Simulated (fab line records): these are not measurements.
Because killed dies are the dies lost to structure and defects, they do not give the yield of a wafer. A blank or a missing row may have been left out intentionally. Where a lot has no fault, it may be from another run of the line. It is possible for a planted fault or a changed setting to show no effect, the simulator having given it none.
The tool behind it: which one? | flow berkeley cmos170 | 14 lots, 42 wafers sampled, at 5 steps of a route of 331

## WHAT THE GAUGES SHOWED, per wafer
UCB170_NWELL_OVL_MEAS_12. Usual: for NWELL_OVL the level is 0 nm and the standard deviation is 6.2.
lot  | measured    | on         | NWELL_OVL (nm) | flag
L685 | day 2 14:39 | overlay-02 | -1 2 -8        |
L686 | day 2 20:07 | overlay-02 | 6 -4 4         |
L688 | day 3 04:11 | overlay-02 | 5 0 2          |
L689 | day 3 08:14 | overlay-01 | -6 -6 -3       |
L690 | day 3 18:17 | overlay-02 | -5 -2 0        |
L691 | day 4 00:35 | overlay-02 | -5 1 6         |
L692 | day 4 05:06 | overlay-02 | 2 -6 -5        |
L693 | day 4 10:15 | overlay-02 | 2 7 4          |
L694 | day 4 18:28 | overlay-02 | -14 -6 -10     |
L699 | day 5 10:35 | overlay-01 | 5 6 3          |
L700 | day 5 19:38 | overlay-01 | 1 -6 -1        |
L703 | day 6 14:17 | overlay-02 | 11 7 4         |
L704 | day 6 14:34 | overlay-01 | -5 -6 5        |
L706 | day 7 09:19 | overlay-02 | -3 -11 -3      |

UCB170_SPACER_THK_MEAS_01. Usual: for SPACER_TEOS_THK the level is 378 nm and the standard deviation is 5.5.
lot  | measured     | on            | SPACER_TEOS_THK (nm) | flag
L685 | day 7 02:23  | film metro-04 | 381 380 380          |
L686 | day 7 19:37  | film metro-04 | 377 383 377          |
L688 | day 7 18:11  | film metro-04 | 385 381 379          |
L689 | day 7 18:30  | film metro-02 | 375 374 380          |
L690 | day 8 16:46  | film metro-02 | 381 376 384          |
L691 | day 8 22:14  | film metro-02 | 373 381 385          |
L692 | day 8 22:58  | film metro-04 | 370 381 385          |
L693 | day 8 22:36  | film metro-02 | 371 379 375          |
L694 | day 9 14:26  | film metro-04 | 355 359 363          | OFF
L699 | day 10 07:51 | film metro-02 | 357 355 362          | OFF
L700 | day 10 19:38 | film metro-02 | 380 387 383          |
L703 | day 11 13:11 | film metro-01 | 375 380 379          |
L704 | day 11 13:44 | film metro-01 | 376 390 382          |
L706 | day 12 05:29 | film metro-01 | 378 377 375          |

UCB170_CONTACT_OVL_MEAS_16. Usual: for CONTACT_OVL the level is -2 nm and the standard deviation is 5.4.
lot  | measured     | on         | CONTACT_OVL (nm) | flag
L685 | day 7 19:37  | overlay-02 | -3 -10 -7        |
L686 | day 8 17:26  | overlay-02 | -11 -7 -7        |
L688 | day 8 12:44  | overlay-01 | -8 8 -4          |
L689 | day 8 12:59  | overlay-02 | 0 4 0            |
L690 | day 9 06:16  | overlay-02 | 1 1 -1           |
L691 | day 9 16:32  | overlay-01 | -4 -1 -2         |
L692 | day 9 17:47  | overlay-01 | 10 8 5           |
L693 | day 9 16:54  | overlay-01 | -1 -9 1          |
L694 | day 10 07:06 | overlay-01 | -2 -3 0          |
L699 | day 10 23:38 | overlay-01 | -12 -4 -11       |
L700 | day 11 10:47 | overlay-01 | -5 -1 -2         |
L703 | day 12 07:43 | overlay-02 | 4 -1 -5          |
L704 | day 12 08:47 | overlay-01 | -10 -8 -15       |
L706 | day 12 22:35 | overlay-01 | 2 -4 3           |

UCB170_M2_OVL_MEAS_16. Usual: for M2_OVL the level is 1 nm and the standard deviation is 5.7.
lot  | measured     | on         | M2_OVL (nm) | flag
L685 | day 8 05:38  | overlay-01 | 0 2 3       |
L686 | day 9 01:53  | overlay-01 | -1 9 6      |
L688 | day 9 00:16  | overlay-01 | -4 1 5      |
L689 | day 9 00:55  | overlay-01 | 9 15 6      |
L690 | day 9 16:47  | overlay-02 | -15 -7 0    |
L691 | day 10 01:20 | overlay-02 | 6 3 -3      |
L692 | day 10 03:48 | overlay-02 | 1 -3 -4     |
L693 | day 10 03:34 | overlay-02 | -8 7 -6     |
L694 | day 10 16:58 | overlay-01 | 1 0 -4      |
L699 | day 11 10:10 | overlay-01 | -6 5 -9     |
L700 | day 11 19:16 | overlay-02 | 13 2 5      |
L703 | day 12 16:38 | overlay-02 | 0 4 1       |
L704 | day 12 18:02 | overlay-02 | -9 -1 -7    |
L706 | day 13 07:13 | overlay-02 | 8 1 2       |

## WHAT TOOL EACH LOT RAN ON (gives the tool, then ch and the chambers of the sampled wafers, and finally the start)
lot  | UCB170_SPACER_CVD_00
L685 | pecvd-03 ch 0,1,2, day 7 02:20
L686 | pecvd-02 ch 0,2, day 7 19:35
L688 | pecvd-02 ch 0,1,2, day 7 18:09
L689 | pecvd-03 ch 0,2, day 7 18:26
L690 | pecvd-04 ch 0,1, day 8 16:44
L691 | pecvd-02 ch 1,2, day 8 22:12
L692 | pecvd-04 ch 0,1,2, day 8 22:55
L693 | pecvd-03 ch 1,2, day 8 22:34
L694 | pecvd-03 ch 1,2, day 9 14:23
L699 | pecvd-03 ch 1,2, day 10 07:49
L700 | pecvd-04 ch 0,1,2, day 10 19:35
L703 | pecvd-04 ch 0,2, day 11 13:07
L704 | pecvd-04 ch 0,1, day 11 13:40
L706 | pecvd-02 ch 0,1,2, day 12 05:25
- UCB170_SPACER_CVD_00: deposits SiO2 from TEOS/O2, target thk 376 nm, time 47 s.

## AS READ BY THE TOOLS THEMSELVES (means over the sampled wafers that have a number; for cases with no such wafer, the mark the record gives instead)
UCB170_SPACER_CVD_00. Usual: 282 W for heater power w, sd 70.
lot  | tool     | heater power w (W) | flag
L685 | pecvd-03 | 326                |
L686 | pecvd-02 | 256                |
L688 | pecvd-02 | 244                |
L689 | pecvd-03 | 226                |
L690 | pecvd-04 | 233                |
L691 | pecvd-02 | 289                |
L692 | pecvd-04 | 253                |
L693 | pecvd-03 | 378                |
L694 | pecvd-03 | 355                |
L699 | pecvd-03 | 376                |
L700 | pecvd-04 | 237                |
L703 | pecvd-04 | 314                |
L704 | pecvd-04 | 243                |
L706 | pecvd-02 | 273                |

## THE ANSWER, worked out from the rows above alone
Rule: lot off if the mean of its wafers having a number is beyond 3 standard deviations from the usual mean. Also off: a lot with no number at a reading for which 4 or more lots have one. The other lots that the step has rows for count as sound. Order of review: gauges by route order, followed by the tools' own readings, for which a lot's mean as printed above is used. The first step at which some lot is off is used, and at that step the reading that is off furthest; a lot without a number counts as furthest.
Off: at UCB170_SPACER_THK_MEAS_01 (SPACER_TEOS_THK), L694, L699.
If a tool, at a process step before that reading, ran all the lots that are off and no sound lot after the first of them, it fits. Gauges at UCB170_SPACER_THK_MEAS_01: tried the same way as those tools. One candidate fits, namely pecvd-03 at UCB170_SPACER_CVD_00. Its last sound lot is L693 (day 8 22:34), its first lot that is off L694 (day 9 14:23): a fault that began between those two fits.

## WHAT WAS PUT IN BY THE SIMULATOR
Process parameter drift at UCB170_SPACER_CVD_00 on pecvd-03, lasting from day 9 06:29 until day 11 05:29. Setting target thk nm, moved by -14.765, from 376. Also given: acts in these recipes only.
Struck lots among those shown: L694, L699. The rule above found the same.
